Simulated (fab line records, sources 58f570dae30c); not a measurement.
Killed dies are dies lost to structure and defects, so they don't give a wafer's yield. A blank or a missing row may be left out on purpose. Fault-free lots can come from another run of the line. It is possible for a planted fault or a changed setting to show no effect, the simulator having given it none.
Which tool is to blame? :: flow berkeley_cmos170 :: 42 wafers from 14 lots sampled at 3 of the route's 331 steps

## WHAT THE GAUGES READ, wafer by wafer
UCB170_ACTIVE_THK_MEAS_03.
lot: L775
measured: day 3 21:21
on: film_metro-04
ACTIVE_OXIDE_THK (nm): 26.3 26.3 26.1

lot: L776
measured: day 3 21:22
on: film_metro-03
ACTIVE_OXIDE_THK (nm): 25.7 25.8 25.8

lot: L777
measured: day 4 04:24
on: film_metro-04
ACTIVE_OXIDE_THK (nm): 26.9 26.3 26.7

lot: L778
measured: day 4 12:34
on: film_metro-01
ACTIVE_OXIDE_THK (nm): 27.2 27.6 27.5

lot: L779
measured: day 4 17:45
on: film_metro-04
ACTIVE_OXIDE_THK (nm): 26.2 26.7 26.5

lot: L781
measured: day 5 09:47
on: film_metro-04
ACTIVE_OXIDE_THK (nm): 26.3 25.7 26.1

lot: L783
measured: day 5 14:30
on: film_metro-01
ACTIVE_OXIDE_THK (nm): 26.3 26.5 26.4

lot: L789
measured: day 6 17:14
on: film_metro-04
ACTIVE_OXIDE_THK (nm): 26.5 26.2 26.6

lot: L790
measured: day 6 21:16
on: film_metro-03
ACTIVE_OXIDE_THK (nm): 26.2 26.2 26.4

lot: L791
measured: day 7 03:15
on: film_metro-04
ACTIVE_OXIDE_THK (nm): 26.5 26.7 26.4

lot: L794
measured: day 7 22:23
on: film_metro-03
ACTIVE_OXIDE_THK (nm): 26.5 26.2 26.5

lot: L793
measured: day 7 22:28
on: film_metro-01
ACTIVE_OXIDE_THK (nm): 26.9 27.0 27.2

lot: L796
measured: day 8 08:19
on: film_metro-01
ACTIVE_OXIDE_THK (nm): 27.2 26.8 26.4

lot: L798
measured: day 8 20:05
on: film_metro-04
ACTIVE_OXIDE_THK (nm): 26.4 26.1 26.2

UCB170_V2_BOW_MEAS_03.
lot: L775
measured: day 7 14:50
on: film_metro-02
V2_BOW (um): 44 36 30

lot: L776
measured: day 7 11:59
on: film_metro-04
V2_BOW (um): 32 36 36

lot: L777
measured: day 8 01:25
on: film_metro-02
V2_BOW (um): 38 36 40

lot: L778
measured: day 8 12:23
on: film_metro-02
V2_BOW (um): 43 48 38

lot: L779
measured: day 8 11:13
on: film_metro-04
V2_BOW (um): 28 43 39

lot: L781
measured: day 10 00:08
on: film_metro-04
V2_BOW (um): 53 48 33

lot: L783
measured: day 9 23:49
on: film_metro-02
V2_BOW (um): 46 41 42

lot: L789
measured: day 10 22:24
on: film_metro-04
V2_BOW (um): 27 27 32

lot: L790
measured: day 10 23:19
on: film_metro-04
V2_BOW (um): 40 29 37

lot: L791
measured: day 10 22:41
on: film_metro-03
V2_BOW (um): 35 34 60

lot: L794
measured: day 12 02:39
on: film_metro-04
V2_BOW (um): 39 30 31

lot: L793
measured: day 12 01:08
on: film_metro-04
V2_BOW (um): 17 29 43

lot: L796
measured: day 12 14:29
on: film_metro-03
V2_BOW (um): 27 38 29

lot: L798
measured: day 13 01:21
on: film_metro-04
V2_BOW (um): 27 37 35

UCB170_M3_CD_MEAS_15 targets a cd of 700 nm.
lot: L775
measured: day 7 22:13
on: cd_sem-01
cd_nm (nm): 699.7 698.4 698.0

lot: L776
measured: day 7 16:58
on: cd_sem-01
cd_nm (nm): 702.9 703.3 703.4

lot: L777
measured: day 8 10:20
on: cd_sem-02
cd_nm (nm): 700.6 699.2 699.4

lot: L778
measured: day 8 21:18
on: cd_sem-01
cd_nm (nm): 699.3 700.5 700.1

lot: L779
measured: day 8 21:05
on: cd_sem-01
cd_nm (nm): 699.3 698.8 700.0

lot: L781
measured: day 10 05:38
on: cd_sem-01
cd_nm (nm): 700.2 700.0 700.3

lot: L783
measured: day 10 05:20
on: cd_sem-02
cd_nm (nm): 700.6 702.1 701.5

lot: L789
measured: day 11 03:55
on: cd_sem-01
cd_nm (nm): 701.3 699.5 700.6

lot: L790
measured: day 11 05:37
on: cd_sem-02
cd_nm (nm): 700.9 700.5 700.3

lot: L791
measured: day 11 04:19
on: cd_sem-01
cd_nm (nm): 700.8 701.1 700.6

lot: L794
measured: day 12 07:10
on: cd_sem-02
cd_nm (nm): 702.0 701.8 700.6

lot: L793
measured: day 12 04:53
on: cd_sem-01
cd_nm (nm): 699.0 699.3 698.9

lot: L796
measured: day 12 20:59
on: cd_sem-02
cd_nm (nm): 698.3 699.6 699.9

lot: L798
measured: day 13 06:55
on: cd_sem-01
cd_nm (nm): 699.0 698.5 698.6

## WHAT TOOL EACH LOT RAN ON (gives the tool, then ch and the chambers of the sampled wafers, and finally the start)
The record holds no process step before these readings.

## WHAT THE TOOLS THEMSELVES READ (means of the sampled wafers that have a number; where no wafer has one, the mark that the record gives instead)
The record holds no such reading with a usual standard deviation.

## THE ANSWER, worked out from the rows above alone
Rule: usual is defined by the lots themselves. Put in order of their means at a reading, lots are off if they are a third of the lots or fewer, leave a main group of 4 or more, and stand apart from it by a gap of 3 or more times the standard deviation of the main group's means; of several such gaps the widest counts. A main group is skipped when, at the precision printed for the reading in the tables above, its means are all equal. Also off: a lot with no number at a reading for which 4 or more lots have one. The other lots that the step has rows for count as sound. The gauges are gone through in route order, then the tools' own readings, and for those a lot's mean is taken as printed above. The first step at which some lot is off is used, and at that step the reading that is off furthest; a lot without a number counts as furthest.
Nothing can be told from this: no lot is off at any reading shown.

## WHAT THE SIMULATOR PUT IN
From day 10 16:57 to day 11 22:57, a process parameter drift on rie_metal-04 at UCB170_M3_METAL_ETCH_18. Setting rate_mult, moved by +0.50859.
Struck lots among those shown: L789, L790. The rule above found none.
